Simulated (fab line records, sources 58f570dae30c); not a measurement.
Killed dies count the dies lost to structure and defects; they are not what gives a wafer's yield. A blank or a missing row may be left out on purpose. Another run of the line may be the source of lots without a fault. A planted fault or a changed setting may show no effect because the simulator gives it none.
Problem report in the 8D (eight disciplines) form, filled by code || flow berkeleyCmos170 || the parts of the form that need people (team, actions taken, sign-off) are left out

== 1. THE PROBLEM ==
Mean of runLengthS at UCB170_GATE_ETCH_15: 62.4 s across 6 wafers in 2 lots; on wafers with no fault it is 84.7 s (standard deviation 0.5). That puts it -45 standard deviations away from the usual mean.
The step: etches poly-Si in HBr/Cl2, stops on SiO2, time 56.3 s, target depth 278.2 nm.
Seen first at day 9 19:59 on rieSi-01, wafer L781.2. The record holds 18 wafers of 6 lots with a number at this step. Rule for "out" (also "out of limits"): further than 4 standard deviations from the usual mean. The rest of the wafers with a number are treated as sound.

== 2. WHAT IT IS AND WHAT IT IS NOT ==
{"question": "which readings at this step", "is": "runLengthS, oesProductAu", "is not": "drypumpMotorCurrentA, heBacksideLeakSccm, mfcCl2Sccm, throttleValvePct"}
{"question": "which lots", "is": "L781, L782", "is not": "L764, L767, L770, L777"}
{"question": "which wafers of those lots", "is": "all that have a number", "is not": "-"}
{"question": "read on which tools", "is": "rieSi-01", "is not": "rieSi-02"}
{"question": "when", "is": "from day 9 19:59", "is not": "up to then (12 sound wafers)"}

== 3. THE SUSPECTS, EACH WITH WHAT RULES IT OUT ==
Counting: a tool stays on the suspect list if, at a process step up to the reading, it processed all lots that are out and no sound lot following the first of them.
- rieSi-01 at UCB170_GATE_ETCH_15 (etches poly-Si in HBr/Cl2, stops on SiO2, time 56.3 s, target depth 278.2 nm): kept. All lots that are out passed through it, beginning with L781 at day 9 19:59, and no sound lot followed; its final sound lot before that point was L777 at day 9 07:56. Its own oesProductAu, runLengthS readings are out on those wafers.
After counting, what remains is rieSi-01 at UCB170_GATE_ETCH_15.

== 4. THE CAUSE (what the simulator had put in) ==
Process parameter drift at UCB170_GATE_ETCH_15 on rieSi-01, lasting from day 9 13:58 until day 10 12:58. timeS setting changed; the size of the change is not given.
This tool alone remained once counting was done.

== 5. THE EFFECT CHAIN, in route order ==
One row per reading whose mean, taken over the struck wafers that have a number, lies over 3 standard deviations from the usual. Only readings for which the record gives a usual standard deviation are gone through. hours: the time from each lot's start at the first step in this table that gives one to its start at this step, as a median over the lots. sigmas: the change in usual standard deviations.
{"hours": 0, "step": "UCB170_GATE_ETCH_15", "reading": "oesProductAu", "usual": "0.830 a.u.", "on struck wafers": 0.992, "change": "+0.162", "sigmas": "+9.5"}
{"hours": 0, "step": "UCB170_GATE_ETCH_15", "reading": "runLengthS", "usual": "84.7 s", "on struck wafers": 62.4, "change": -22.3, "sigmas": -45}
Here are the process steps it includes:
- UCB170_GATE_ETCH_15: etches poly-Si in HBr/Cl2, stops on SiO2, time 56.3 s, target depth 278.2 nm.

== 6. WHAT WOULD HAVE CAUGHT IT SOONER ==
In this record no reading fell out of limits until day 9 19:59, 6 hours after the fault had begun at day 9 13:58.
